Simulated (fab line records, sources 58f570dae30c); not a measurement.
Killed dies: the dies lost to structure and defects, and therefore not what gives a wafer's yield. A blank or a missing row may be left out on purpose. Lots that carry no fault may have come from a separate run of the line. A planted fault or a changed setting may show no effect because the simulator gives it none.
Which of the tools did it? | flow berkeley_cmos170 | Sampling: 10 lots, 30 wafers, 2 of 331 route steps

## WHAT THE GAUGES READ, wafer by wafer
UCB170_GATE_CD_MEAS_12 targets a cd of 350 nm. Usual: cd_nm reads 349.8 nm (standard deviation 1.3).
lot  | measured     | on        | cd_nm (nm)        | flag
L663 | day 7 17:50  | cd_sem-02 | 351.2 350.5 350.1 |
L665 | day 7 18:05  | cd_sem-01 | 351.2 351.1 350.7 |
L662 | day 7 18:20  | cd_sem-01 | 351.2 350.9 350.8 |
L664 | day 7 18:39  | cd_sem-01 | 350.4 350.8 352.1 |
L667 | day 8 13:46  | cd_sem-01 | 350.4 350.2 348.9 |
L666 | day 8 13:47  | cd_sem-02 | 350.7 350.1 350.0 |
L676 | day 10 23:51 | cd_sem-01 | 331.8 322.2 318.1 | OFF
L680 | day 11 16:14 | cd_sem-01 | 347.9 347.4 348.5 |
L681 | day 12 04:13 | cd_sem-02 | 350.1 350.1 349.1 |
L685 | day 12 04:19 | cd_sem-02 | 348.2 348.3 348.7 |

## EACH LOT AND THE TOOL THAT RAN IT (in order: tool; ch and the chambers of the sampled wafers; start)
lot  | UCB170_GATE_EXPOSE_09
L663 | krf_scanner-01 ch 0, day 7 17:23
L665 | krf_scanner-01 ch 0, day 7 17:32
L662 | krf_scanner-02 ch 0, day 7 17:48
L664 | krf_scanner-01 ch 0, day 7 18:16
L667 | krf_scanner-01 ch 0, day 8 13:02
L666 | krf_scanner-01 ch 0, day 8 13:09
L676 | krf_scanner-01 ch 0, day 10 23:26
L680 | krf_scanner-02 ch 0, day 11 15:50
L681 | krf_scanner-02 ch 0, day 12 03:44
L685 | krf_scanner-02 ch 0, day 12 03:50
- UCB170_GATE_EXPOSE_09: exposes mask POLY, target cd 350 nm.

## AS READ BY THE TOOLS THEMSELVES (means over the sampled wafers that have a number; for cases with no such wafer, the mark the record gives instead)
UCB170_GATE_EXPOSE_09. Usual: exposure_dose_mJ_cm2 reads 20.993 (standard deviation 0.024).
lot  | tool           | exposure_dose_mJ_cm2 | flag
L663 | krf_scanner-01 | 20.988               |
L665 | krf_scanner-01 | 21.000               |
L662 | krf_scanner-02 | 20.992               |
L664 | krf_scanner-01 | 21.006               |
L667 | krf_scanner-01 | 20.993               |
L666 | krf_scanner-01 | 21.014               |
L676 | krf_scanner-01 | 20.477               | OFF
L680 | krf_scanner-02 | 21.001               |
L681 | krf_scanner-02 | 20.968               |
L685 | krf_scanner-02 | 20.963               |

## THE ANSWER, worked out from the rows above alone
Rule: a lot is off if the mean of its wafers that have a number lies more than 3 standard deviations from the usual mean. A lot without any number at a reading at which 4 lots or more have one is off too. All remaining lots with rows at the step are treated as sound. The gauges are gone through in route order, then the tools' own readings, and for those a lot's mean is taken as printed above. At the first step where some lot is off, the reading lying furthest off is the one used; lots without a number count as furthest.
Off, at UCB170_GATE_CD_MEAS_12 on cd_nm: L676.
If a tool, at a process step before that reading, ran all the lots that are off and no sound lot after the first of them, it fits. Not tried: the gauges at UCB170_GATE_CD_MEAS_12; whatever is off there is also off at UCB170_GATE_EXPOSE_09, on other tools, and gauge error can't account for it. One fits: UCB170_GATE_EXPOSE_09 on krf_scanner-01. Its last sound lot is L666 (day 8 13:09), its first lot that is off L676 (day 10 23:26): a fault that began between those two fits.
The tool's own readings at UCB170_GATE_EXPOSE_09 bear it out: on the lots that are off they differ by more than 5 times the standard deviation of the sound lots' means. exposure_dose_mJ_cm2 reads 20.477 there against 20.992 on the sound lots.

## WHAT THE SIMULATOR HAD PUT IN
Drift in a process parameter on krf_scanner-01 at UCB170_GATE_EXPOSE_09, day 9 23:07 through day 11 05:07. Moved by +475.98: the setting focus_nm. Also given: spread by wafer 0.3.
Struck lots among those shown: L676. The same result came from the rule above.
